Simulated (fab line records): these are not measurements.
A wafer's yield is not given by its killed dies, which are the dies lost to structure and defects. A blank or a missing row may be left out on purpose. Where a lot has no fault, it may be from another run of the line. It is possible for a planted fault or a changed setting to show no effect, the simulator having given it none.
fab line records ; flow berkeley_cmos170
record lots=5; wafers=15; last_day=12
route steps=331 shown FIELD@95 SACOX@97 SCREENOX@100 NVT@104
lots that met no fault: from a run of the same line without faults
start_h: the number of hours between the record's first day and the start of the first shown wafer of the lot ; wait_h: time in hours since the lot's previous step ; " as in the row above ; L1.1+2: a row that stands for several wafers ; - no value, or no start given ; * or withheld: withheld ; < > ~ a bound
route shown NAME@n: NAME is a module with steps in the file, n the number in the route of the first one ; usual: average and standard deviation across the fault-free wafers ; same: alike in all rows ; chamber/n: place in a boat ; sites: the reading at each site ; _std_site: their standard deviation ; _edge_site: the outer-site mean with the inner-site mean subtracted ; radius_mm: for every site, how far away it sits from the centre of the wafer ; mask NAME#n: copy n ; behind: the last tool/chamber to shape the wafer ; hold: why the lot went on hold/how many hours it stayed there/how the hold came to an end ; device: the n, p or np transistor that did not switch ; end of line: tests of these same wafers at the route's end ; step lacking rows: just its recipe ; killed: the dies lost at the first sort to structure and to defects; this is not the yield of the wafer ; map: the dies of a wafer, with x for killed, . for not killed, _ for no die there
set.NAME: the setting that was run; set.NAME@STEP: the one run at that earlier step ; model.NAME: the simulator's own value behind a step, which no gauge read
a table for each step, a row for each wafer; lots at some steps of the route
services: the hour from which a tool's chamber was out of use, counted from the record's first day as start_h (under 0 if before that day), plus the number of hours and why
## steps
# step UCB170_FIELD_WET_ETCH_06
# recipe chemistry=BOE; dilution=5:1; target=SiO2; temp_c=25; time_s=22.83
# step UCB170_FIELD_THK_MEAS_90
# recipe reads=SiO2_of_FIELD_OXIDATION_01
# usual FIELD_OXIDE_LEFT_1_THK=444/13
lot.wafer;tool;chamber;start_h;wait_h;FIELD_OXIDE_LEFT_1_THK[nm]
L506.2;film_metro-01;-;146.16;0.0;412
L506.3;film_metro-01;-;146.16;0.0;415
L506.6;film_metro-01;-;146.16;0.0;418
L510.4;film_metro-04;-;166.23;0.0;444
L510.5;film_metro-04;-;166.23;0.0;450
L510.6;film_metro-04;-;166.23;0.0;446
L516.2;film_metro-04;-;202.47;0.0;458
L516.3;film_metro-04;-;202.47;0.0;450
L516.4;film_metro-04;-;202.47;0.0;454
L517.4;film_metro-01;-;202.49;0.0;474
L517.5;film_metro-01;-;202.49;0.0;477
L517.6;film_metro-01;-;202.49;0.0;471
L518.3;film_metro-04;-;214.89;0.0;451
L518.5;film_metro-04;-;214.89;0.0;458
L518.6;film_metro-04;-;214.89;0.0;450
# step UCB170_SACOX_CLEAN_00
# recipe chemistry=dHF; dilution=25:1; time_s=7.5
# step UCB170_SACOX_OXIDATION_01
# recipe temp_c=900; ambient=O2; target_thk_a=144; ox_time_s=2400
# step UCB170_SACOX_THK_MEAS_02
# recipe reads=SiO2_of_SACOX_OXIDATION_01
# usual SACOX_OXIDE_THK=14.43/0.25
lot.wafer;tool;chamber;start_h;wait_h;SACOX_OXIDE_THK[nm]
L506.2;film_metro-02;-;150.25;0.0;14.53
L506.3;film_metro-02;-;150.25;0.0;14.52
L506.6;film_metro-02;-;150.25;0.0;14.66
L510.4;film_metro-03;-;170.36;0.0;14.15
L510.5;film_metro-03;-;170.36;0.0;14.51
L510.6;film_metro-03;-;170.36;0.0;14.18
L516.2;film_metro-03;-;207.77;0.0;14.28
L516.3;film_metro-03;-;207.77;0.0;14.17
L516.4;film_metro-03;-;207.77;0.0;14.17
L517.4;film_metro-01;-;207.79;0.0;14.62
L517.5;film_metro-01;-;207.79;0.0;14.33
L517.6;film_metro-01;-;207.79;0.0;14.84
L518.3;film_metro-02;-;219.18;0.0;14.84
L518.5;film_metro-02;-;219.18;0.0;14.91
L518.6;film_metro-02;-;219.18;0.0;14.82
# step UCB170_SCREENOX_WET_ETCH_00
# recipe chemistry=dHF; dilution=25:1; target=SiO2; temp_c=25; time_s=200
# step UCB170_SCREENOX_OXIDATION_01
# recipe temp_c=900; ambient=O2; target_thk_a=144; ox_time_s=2368
# step UCB170_SCREENOX_THK_MEAS_02
# recipe reads=SiO2_of_SCREENOX_OXIDATION_01
# usual SCREENOX_OXIDE_THK=14.21/0.25
lot.wafer;tool;chamber;start_h;wait_h;SCREENOX_OXIDE_THK[nm]
L506.2;film_metro-01;-;155.42;0.0;14.29
L506.3;film_metro-01;-;155.42;0.0;13.95
L506.6;film_metro-01;-;155.42;0.0;13.96
L510.4;film_metro-01;-;174.52;0.0;13.71
L510.5;film_metro-01;-;174.52;0.0;13.79
L510.6;film_metro-01;-;174.52;0.0;14.14
L516.2;film_metro-03;-;212.04;0.0;14.06
L516.3;film_metro-03;-;212.04;0.0;13.95
L516.4;film_metro-03;-;212.04;0.0;14.09
L517.4;film_metro-01;-;212.06;0.0;14.12
L517.5;film_metro-01;-;212.06;0.0;14.00
L517.6;film_metro-01;-;212.06;0.0;13.85
L518.3;film_metro-03;-;223.04;0.0;14.35
L518.5;film_metro-03;-;223.04;0.0;14.27
L518.6;film_metro-03;-;223.04;0.0;14.36
# step UCB170_SCREENOX_ANNEAL_03
# recipe temp_c=900; time_s=900; ambient=N2
# step UCB170_NVT_HMDS_00
# recipe prime_time_s=60; prime_temp_c=100
# step UCB170_NVT_COAT_01
# recipe resist=KrF; spin_rpm=1500; resist_thk_nm=900
# step UCB170_NVT_SOFTBAKE_02
# recipe resist=KrF; temp_c=130; time_s=60
# step UCB170_NVT_EXPOSE_03
# recipe mask_id=PWELL; target_cd_nm=3000; na=0.5; sigma_outer=0.6; source_shape=conventional; dose_mj=30
# usual stage_vel_mm_s=500.03/0.28
# same na=0.5
lot.wafer;tool;chamber;start_h;wait_h;mask;stage_vel_mm_s
L506.2;krf_scanner-02;0;158.93;0.2;PFIELD#0;500.52
L506.3;krf_scanner-02;0;158.93;0.2;PFIELD#0;500.47
L506.6;krf_scanner-02;0;158.93;0.2;PFIELD#0;500.10
L510.4;krf_scanner-02;0;178.18;0.4;PWELL#0;499.83
L510.5;krf_scanner-02;0;178.18;0.4;PWELL#0;499.94
L510.6;krf_scanner-02;0;178.18;0.4;PWELL#0;500.03
L516.2;krf_scanner-01;0;217.61;0.2;PWELL#0;499.79
L516.3;krf_scanner-01;0;217.61;0.2;PWELL#0;499.71
L516.4;krf_scanner-01;0;217.61;0.2;PWELL#0;500.33
L517.4;krf_scanner-01;0;217.77;0.3;PWELL#0;499.63
L517.5;krf_scanner-01;0;217.77;0.3;PWELL#0;499.52
L517.6;krf_scanner-01;0;217.77;0.3;PWELL#0;499.85
L518.3;krf_scanner-01;0;227.94;0.2;PWELL#0;500.04
L518.5;krf_scanner-01;0;227.94;0.2;PWELL#0;499.98
L518.6;krf_scanner-01;0;227.94;0.2;PWELL#0;499.74
# step UCB170_NVT_PEB_04
# recipe peb_temp_c=130; peb_time_s=withheld; resist=KrF
# step UCB170_NVT_DEVELOP_05
# recipe developer=TMAH; develop_time_s=45; resist=KrF; dev_temp_c=21
# step UCB170_NVT_OVL_MEAS_06
# usual NVT_OVL=-3/5.6
lot.wafer;tool;chamber;start_h;wait_h;NVT_OVL[nm]
L506.2;overlay-02;-;159.31;-;-
L506.3;overlay-02;-;159.31;-;-
L506.6;overlay-02;-;159.31;-;-
L510.4;overlay-01;-;178.62;-;-12
L510.5;overlay-01;-;178.62;-;-7
L510.6;overlay-01;-;178.62;-;-11
L516.2;overlay-02;-;218.00;-;2
L516.3;overlay-02;-;218.00;-;-7
L516.4;overlay-02;-;218.00;-;-2
L517.4;overlay-01;-;218.29;-;0
L517.5;overlay-01;-;218.29;-;0
L517.6;overlay-01;-;218.29;-;3
L518.3;overlay-01;-;228.30;-;-11
L518.5;overlay-01;-;228.30;-;-4
L518.6;overlay-01;-;228.30;-;-9
# step UCB170_NVT_IMPLANT_07
# recipe species=BF2; dose_cm2=3e+12; energy_kev=50; tilt_deg=7
# step UCB170_NVT_STRIP_08
# recipe chemistry=O2; power_w=400; pressure_mtorr=3500; platen_temp_c=withheld; o2_flow_sccm=400; overash_fraction=0.5
# usual drypump_motor_current_A=5.6/0.47; o2_flow_sccm=399.9/1.2; oes_product_au=0.734/0.005; strip_time_to_endpoint_s=21.63/0.061
lot.wafer;tool;chamber;start_h;wait_h;drypump_motor_current_A;o2_flow_sccm;oes_product_au;rf_hours_counter_h;strip_time_to_endpoint_s
L506.2;plasma_asher-02;1;159.49;0.1;6.1;397.7;0.738;48;21.70
L506.3;plasma_asher-02;0;159.49;0.1;5.1;400.5;0.737;-;21.71
L506.6;plasma_asher-02;1;159.49;0.1;6.1;399.6;0.730;-;21.71
L510.4;plasma_asher-02;1;178.82;0.1;6.1;399.2;0.734;-;21.59
L510.5;plasma_asher-02;1;178.82;0.1;6.1;400.9;0.733;-;21.55
L510.6;plasma_asher-02;0;178.82;0.1;5.1;399.1;0.746;-;21.59
L516.2;plasma_asher-01;1;218.18;0.1;5.4;398.6;0.735;11;21.62
L516.3;plasma_asher-01;1;218.18;0.1;5.4;398.8;0.727;-;21.51
L516.4;plasma_asher-01;0;218.18;0.1;5.2;399.3;0.737;-;21.58
L517.4;plasma_asher-02;1;218.49;0.1;6.1;402.8;0.740;-;21.56
L517.5;plasma_asher-02;1;218.49;0.1;6.1;401.4;0.728;-;21.62
L517.6;plasma_asher-02;0;218.49;0.1;5.1;400.4;0.731;-;21.59
L518.3;plasma_asher-01;1;228.51;0.1;5.4;399.4;0.733;-;21.69
L518.5;plasma_asher-01;1;228.51;0.1;5.4;399.5;0.733;-;21.66
L518.6;plasma_asher-01;0;228.51;0.1;5.2;398.9;0.730;-;21.72
# step UCB170_NVT_TW_MEAS_09
# usual NVT_TW=523/3.1
lot.wafer;tool;chamber;start_h;wait_h;NVT_TW
L506.2;film_metro-04;-;159.60;0.1;30
L506.3;film_metro-04;-;159.60;0.1;30
L506.6;film_metro-04;-;159.60;0.1;30
L510.4;film_metro-02;-;178.92;0.1;528
L510.5;film_metro-02;-;178.92;0.1;531
L510.6;film_metro-02;-;178.92;0.1;527
L516.2;film_metro-03;-;218.29;0.1;527
L516.3;film_metro-03;-;218.29;0.1;525
L516.4;film_metro-03;-;218.29;0.1;527
L517.4;film_metro-02;-;218.59;0.1;527
L517.5;film_metro-02;-;218.59;0.1;526
L517.6;film_metro-02;-;218.59;0.1;524
L518.3;film_metro-02;-;228.60;0.1;524
L518.5;film_metro-02;-;228.60;0.1;524
L518.6;film_metro-02;-;228.60;0.1;522
# step UCB170_NVT_CLEAN_10
# recipe chemistry=SPM; temp_c=120; time_s=600
## services
tool;chamber;start_h;hours;kind
krf_scanner-02;-;151.81;1.3;pm
krf_scanner-02;0;154.69;-;calibration
plasma_asher-01;-;163.66;9.1;repair
krf_scanner-01;-;167.65;1.3;pm
krf_scanner-01;0;194.61;-;calibration
plasma_asher-01;-;205.54;1.5;repair
krf_scanner-02;-;218.79;0.8;pm
krf_scanner-02;-;222.50;3.2;repair
krf_scanner-02;-;225.65;1.0;pm
krf_scanner-01;-;228.07;1.0;pm
## key
first_sign step=UCB170_NVT_EXPOSE_03; reading=mask; direction=changed
effect step=UCB170_NVT_OVL_MEAS_06; reading=NVT_OVL; direction=missing
effect step=UCB170_NVT_TW_MEAS_09; reading=NVT_TW; direction=down; sigmas=99+; usual=523; struck=30
met_at UCB170_NVT_EXPOSE_03
struck_wafers L506.2,L506.3,L506.6
sort_left_out L506.2,L506.3,L506.6
tester_left_out L506
fault kind=wrong_mask; tool=any; chamber=-; onset_h=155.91; steps=UCB170_NVT_EXPOSE_03; aux_copy=PFIELD#0; scope=struck_lots_only
# tester_left_out: of these lots the tester's yield and bins aren't shown, on N5 and GAA mostly nor the transistor test; their killed dies are dies lost to structure and defects alone, not to doping, threshold or leakage, so they don't give the yield
# sort_left_out: the simulated sort isn't trusted on such a fault, so these wafers' sort isn't shown, and their yield isn't known
